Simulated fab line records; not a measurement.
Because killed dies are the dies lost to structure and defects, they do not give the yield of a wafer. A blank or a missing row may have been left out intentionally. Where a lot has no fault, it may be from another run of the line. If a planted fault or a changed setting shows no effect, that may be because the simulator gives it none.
fab line records + flow berkeley_cmos170
[record]
- lots = 5
- wafers = 27
route steps=331 shown M2@289
start_h: the number of hours between the record's first day and the start of the first shown wafer of the lot + wait_h: hours elapsed since this lot's preceding step + " as in the row above + L1.1+2: several wafers, shown together as one row + - no value present, or no start provided + * or withheld: withheld + < > ~ a bound
route shown NAME@n: a module of which the file shows steps, and the number in the route of the first + usual: the fault-free wafers' mean and standard deviation + same: alike in all rows + chamber/n: place in a boat + sites: each site's reading + _std_site: standard deviation across them + _edge_site: the outer-site mean with the inner-site mean subtracted + radius_mm: how far each site lies from the wafer's centre + mask NAME#n: copy n + behind: tool/chamber where the wafer was last shaped + hold: why the lot was held/for how many hours/how that ended + device: the transistor (n, p or np) that didn't switch + end of line: the same wafers' tests at the end of the route + step lacking rows: just its recipe + killed: at the first sort, the dies lost to defects and structure; wafer yield is something else + map: a wafer's dies, marking killed ones x, the rest . and places with no die _
set.NAME: the setting the step ran with; set.NAME@STEP: the setting that earlier step ran with + model.NAME: the simulator's own value behind a step, which no gauge read
lots with deliberately changed settings; one table per step, one row per wafer
[[steps]]
[step UCB170_M2_METAL_ETCH_18]
[recipe]
- chemistry = Cl2/BCl3
- target = Al
- stop_on = SiO2
- pressure_mtorr = 12
- target_depth_a = 11700
- over_etch_frac = 0.3
- time_s = 195
- icp_w = 600
- bias_w = 120
- Cl2_flow_sccm = 90
- bcl3_flow_sccm = 45
| lot.wafer | tool         | chamber | start_h | wait_h | set.time_s | model.M2.feature_depth_nm | model.KrF_of_M2_COAT_10.thk_nm |
|-----------|--------------|---------|---------|--------|------------|---------------------------|--------------------------------|
| L075.1    | rie_metal-03 | 0       | 150.01  | -      | 195        | 935                       | 169.9                          |
| L075.2    | "            | 1       | "       | "      | 195        | 924.6                     | 238.4                          |
| L075.3    | "            | 0       | "       | "      | 276.3      | 968.7                     | 0                              |
| L075.4    | "            | 1       | "       | "      | 276.3      | 964.5                     | 0                              |
| L075.5    | "            | 1       | "       | "      | 195        | 932.2                     | 234.5                          |
| L075.6    | "            | 0       | "       | "      | 276.3      | 963                       | 0                              |
| L074.1    | rie_metal-04 | 1       | 150.35  | -      | 195        | 965                       | 221.5                          |
| L074.2    | "            | 0       | "       | "      | 195        | 967                       | 222.5                          |
| L074.3    | "            | 1       | "       | "      | 123.6      | 732.4                     | 465.1                          |
| L074.4    | "            | 0       | "       | "      | 123.6      | 728.7                     | 464.5                          |
| L074.5    | "            | 1       | "       | "      | 123.6      | 738.7                     | 462.2                          |
| L074.6    | "            | 0       | "       | "      | 195        | 959.5                     | 224.2                          |
| L077.1    | rie_metal-02 | 0       | 157.19  | -      | 237.5      | 971.9                     | 86.17                          |
| L077.2    | "            | 1       | "       | "      | 237.5      | 975.8                     | 57.53                          |
| L077.3    | "            | 1       | "       | "      | 195        | 963.6                     | 206.4                          |
| L077.4    | "            | 0       | "       | "      | 237.5      | 954.3                     | 87.16                          |
| L077.5    | "            | 1       | "       | "      | 195        | 953                       | 214.2                          |
| L077.6    | "            | 0       | "       | "      | 195        | 953.5                     | 232                            |
| L083.2    | rie_metal-02 | 1       | 183.32  | -      | 195        | 943.8                     | 209.7                          |
| L083.4    | "            | 1       | "       | "      | 195        | 935.4                     | 209.7                          |
| L083.5    | "            | 0       | "       | "      | 195        | 944.2                     | 235.6                          |
| L084.1    | rie_metal-04 | 0       | 206.89  | -      | 195        | 954.1                     | 226.7                          |
| L084.2    | "            | 1       | "       | "      | 195        | 956.1                     | 218                            |
| L084.3    | "            | 1       | "       | "      | 195        | 948.9                     | 224.2                          |
| L084.4    | "            | 0       | "       | "      | 156.8      | 946.8                     | 347.6                          |
| L084.5    | "            | 1       | "       | "      | 156.8      | 944.8                     | 351.7                          |
| L084.6    | "            | 0       | "       | "      | 156.8      | 943.1                     | 345.7                          |
[step UCB170_M2_STRIP_19]
[recipe]
- chemistry = O2
- power_w = 400
- pressure_mtorr = 3500
- platen_temp_c = withheld
- o2_flow_sccm = 400
- overash_fraction = 0.5
[usual]
- oes_product_au = 0.550/0.017
| lot.wafer | tool            | chamber | start_h | wait_h | set.time_s@M2_METAL_ETCH_18 | oes_product_au |
|-----------|-----------------|---------|---------|--------|-----------------------------|----------------|
| L075.1    | plasma_asher-03 | 0       | 150.20  | 0.1    | 195                         | 0.493          |
| L075.2    | "               | 1       | "       | "      | 195                         | 0.571          |
| L075.3    | "               | 0       | "       | "      | 276.3                       | 0.314          |
| L075.4    | "               | 1       | "       | "      | 276.3                       | 0.316          |
| L075.5    | "               | 0       | "       | "      | 195                         | 0.562          |
| L075.6    | "               | 1       | "       | "      | 276.3                       | 0.303          |
| L074.1    | plasma_asher-04 | 0       | 150.54  | 0.1    | 195                         | 0.559          |
| L074.2    | "               | 1       | "       | "      | 195                         | 0.556          |
| L074.3    | "               | 1       | "       | "      | 123.6                       | 0.720          |
| L074.4    | "               | 0       | "       | "      | 123.6                       | 0.716          |
| L074.5    | "               | 1       | "       | "      | 123.6                       | 0.711          |
| L074.6    | "               | 0       | "       | "      | 195                         | 0.548          |
| L077.1    | plasma_asher-03 | 0       | 157.38  | 0.1    | 237.5                       | 0.412          |
| L077.2    | "               | 1       | "       | "      | 237.5                       | 0.379          |
| L077.3    | "               | 0       | "       | "      | 195                         | 0.540          |
| L077.4    | "               | 1       | "       | "      | 237.5                       | 0.407          |
| L077.5    | "               | 1       | "       | "      | 195                         | 0.553          |
| L077.6    | "               | 0       | "       | "      | 195                         | 0.557          |
| L083.2    | plasma_asher-04 | 0       | 183.51  | 0.1    | 195                         | 0.549          |
| L083.4    | "               | 0       | "       | "      | 195                         | 0.546          |
| L083.5    | "               | 1       | "       | "      | 195                         | 0.564          |
| L084.1    | plasma_asher-03 | 0       | 207.08  | 0.1    | 195                         | 0.558          |
| L084.2    | "               | 1       | "       | "      | 195                         | 0.547          |
| L084.3    | "               | 0       | "       | "      | 195                         | 0.565          |
| L084.4    | "               | 1       | "       | "      | 156.8                       | 0.680          |
| L084.5    | "               | 1       | "       | "      | 156.8                       | 0.699          |
| L084.6    | "               | 0       | "       | "      | 156.8                       | 0.688          |
[step UCB170_M2_CD_MEAS_90]
[recipe]
- target_cd_nm = 700
[usual]
- cd_nm = 701/3.1
| lot.wafer | tool      | chamber | start_h | wait_h | set.time_s@M2_METAL_ETCH_18 | cd_nm |
|-----------|-----------|---------|---------|--------|-----------------------------|-------|
| L075.1    | cd_sem-02 | -       | 150.30  | 0.1    | 195                         | 693   |
| L075.2    | "         | -       | "       | "      | 195                         | 702   |
| L075.3    | "         | -       | "       | "      | 276.3                       | 676   |
| L075.4    | "         | -       | "       | "      | 276.3                       | 680   |
| L075.5    | "         | -       | "       | "      | 195                         | 702   |
| L075.6    | "         | -       | "       | "      | 276.3                       | 675   |
| L074.1    | cd_sem-02 | -       | 150.64  | 0.1    | 195                         | 702   |
| L074.2    | "         | -       | "       | "      | 195                         | 699   |
| L074.3    | "         | -       | "       | "      | 123.6                       | 719   |
| L074.4    | "         | -       | "       | "      | 123.6                       | 713   |
| L074.5    | "         | -       | "       | "      | 123.6                       | 717   |
| L074.6    | "         | -       | "       | "      | 195                         | 698   |
| L077.1    | cd_sem-02 | -       | 157.48  | 0.1    | 237.5                       | 694   |
| L077.2    | "         | -       | "       | "      | 237.5                       | 686   |
| L077.3    | "         | -       | "       | "      | 195                         | 700   |
| L077.4    | "         | -       | "       | "      | 237.5                       | 697   |
| L077.5    | "         | -       | "       | "      | 195                         | 700   |
| L077.6    | "         | -       | "       | "      | 195                         | 703   |
| L083.2    | cd_sem-02 | -       | 183.73  | 0.2    | 195                         | 700   |
| L083.4    | "         | -       | "       | "      | 195                         | 701   |
| L083.5    | "         | -       | "       | "      | 195                         | 706   |
| L084.1    | cd_sem-01 | -       | 207.18  | 0.1    | 195                         | 701   |
| L084.2    | "         | -       | "       | "      | 195                         | 704   |
| L084.3    | "         | -       | "       | "      | 195                         | 699   |
| L084.4    | "         | -       | "       | "      | 156.8                       | 708   |
| L084.5    | "         | -       | "       | "      | 156.8                       | 708   |
| L084.6    | "         | -       | "       | "      | 156.8                       | 711   |
[[key]]
[split]
- step = UCB170_M2_METAL_ETCH_18
- setting = time_s
- stated = 195
- by = wafer
[response]
- step = UCB170_M2_METAL_ETCH_18
- reading = model.M2.feature_depth_nm
- shape = bent
- at_lowest = 733.3
- at_stated = 949.1
- at_highest = 965.4
[response]
- step = UCB170_M2_METAL_ETCH_18
- reading = model.KrF_of_M2_COAT_10.thk_nm
- change = -5.91
- per = 1%
- r = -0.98
[response]
- step = UCB170_M2_STRIP_19
- reading = oes_product_au
- change = -0.00543
- per = 1%
- r = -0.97
[response]
- step = UCB170_M2_CD_MEAS_90
- reading = cd_nm
- change = -0.479
- per = 1%
- r = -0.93
